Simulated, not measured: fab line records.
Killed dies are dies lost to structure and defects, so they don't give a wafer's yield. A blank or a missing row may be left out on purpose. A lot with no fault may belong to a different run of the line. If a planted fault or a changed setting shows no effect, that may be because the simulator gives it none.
Which tool did it?	flow berkeley-cmos170	15 lots with 45 wafers sampled at 2 steps, on a route of 331 steps

## WHAT EACH GAUGE READ, for each wafer
UCB170_M1_CD_MEAS_09: target cd 700 nm. Usual: cd-nm 700.3 nm, standard deviation 1.4.
lot	measured	on	cd-nm (nm)	flag
L776	day 8 15:13	cd-sem-02	701.2 702.0 701.2	
L780	day 10 02:14	cd-sem-02	700.7 701.3 700.8	
L781	day 10 02:34	cd-sem-02	700.2 698.9 699.4	
L778	day 10 04:08	cd-sem-02	698.7 698.7 698.3	
L779	day 10 04:30	cd-sem-01	701.7 701.0 701.1	
L783	day 10 19:36	cd-sem-02	699.9 700.8 701.3	
L782	day 10 20:37	cd-sem-02	701.2 700.4 700.3	
L786	day 11 17:25	cd-sem-02	700.3 699.5 699.2	
L791	day 12 23:56	cd-sem-02	700.9 699.8 701.1	
L790	day 13 00:14	cd-sem-02	701.5 701.0 700.3	
L792	day 13 00:54	cd-sem-01	700.4 700.8 701.5	
L794	day 13 23:55	cd-sem-01	700.3 701.8 701.6	
L796	day 14 13:47	cd-sem-02	701.5 701.6 700.0	
L799	day 14 15:25	cd-sem-02	702.2 700.6 701.1	
L798	day 14 17:41	cd-sem-02	701.4 699.8 700.4	

## WHAT TOOL EACH LOT RAN ON (gives the tool, then ch and the chambers of the sampled wafers, and finally the start)
lot	UCB170_M1_SPUTTER_00
L776	pvd-sputter-02, day 8 14:00
L780	pvd-sputter-03, day 10 01:10
L781	pvd-sputter-02, day 10 01:29
L778	pvd-sputter-01, day 10 03:01
L779	pvd-sputter-03, day 10 03:17
L783	pvd-sputter-02, day 10 18:20
L782	pvd-sputter-01, day 10 19:20
L786	pvd-sputter-02, day 11 16:18
L791	pvd-sputter-02, day 12 21:47
L790	pvd-sputter-03, day 12 22:19
L792	pvd-sputter-01, day 12 22:28
L794	pvd-sputter-02, day 13 21:58
L796	pvd-sputter-03, day 14 11:32
L799	pvd-sputter-01, day 14 13:59
L798	pvd-sputter-02, day 14 16:34
- UCB170_M1_SPUTTER_00: material Al, target thk 600 nm, time 80 s.

## WHAT THE TOOLS THEMSELVES READ (means of the sampled wafers that have a number; where no wafer has one, the mark that the record gives instead)
UCB170_M1_SPUTTER_00. Usual: throttle-valve-pct 30.0 %, standard deviation 0.76.
lot	tool	throttle-valve-pct (%)	flag
L776	pvd-sputter-02	29.6	
L780	pvd-sputter-03	30.0	
L781	pvd-sputter-02	29.2	
L778	pvd-sputter-01	30.4	
L779	pvd-sputter-03	29.4	
L783	pvd-sputter-02	29.4	
L782	pvd-sputter-01	29.9	
L786	pvd-sputter-02	30.1	
L791	pvd-sputter-02	30.2	
L790	pvd-sputter-03	30.1	
L792	pvd-sputter-01	30.9	
L794	pvd-sputter-02	29.3	
L796	pvd-sputter-03	29.4	
L799	pvd-sputter-01	30.4	
L798	pvd-sputter-02	29.8	

## THE ANSWER, worked out from the rows above alone
Rule: a lot is off if the mean of its wafers that have a number lies more than 3 standard deviations from the usual mean. Also off: a lot with no number at a reading for which 4 or more lots have one. The other lots that the step has rows for count as sound. The gauges are gone through in route order, then the tools' own readings, and for those a lot's mean is taken as printed above. At the first step where some lot is off, the reading lying furthest off is the one used; lots without a number count as furthest.
Across all readings shown, no lot is off: no conclusion can be drawn from this.

## WHAT THE SIMULATOR HAD INSERTED
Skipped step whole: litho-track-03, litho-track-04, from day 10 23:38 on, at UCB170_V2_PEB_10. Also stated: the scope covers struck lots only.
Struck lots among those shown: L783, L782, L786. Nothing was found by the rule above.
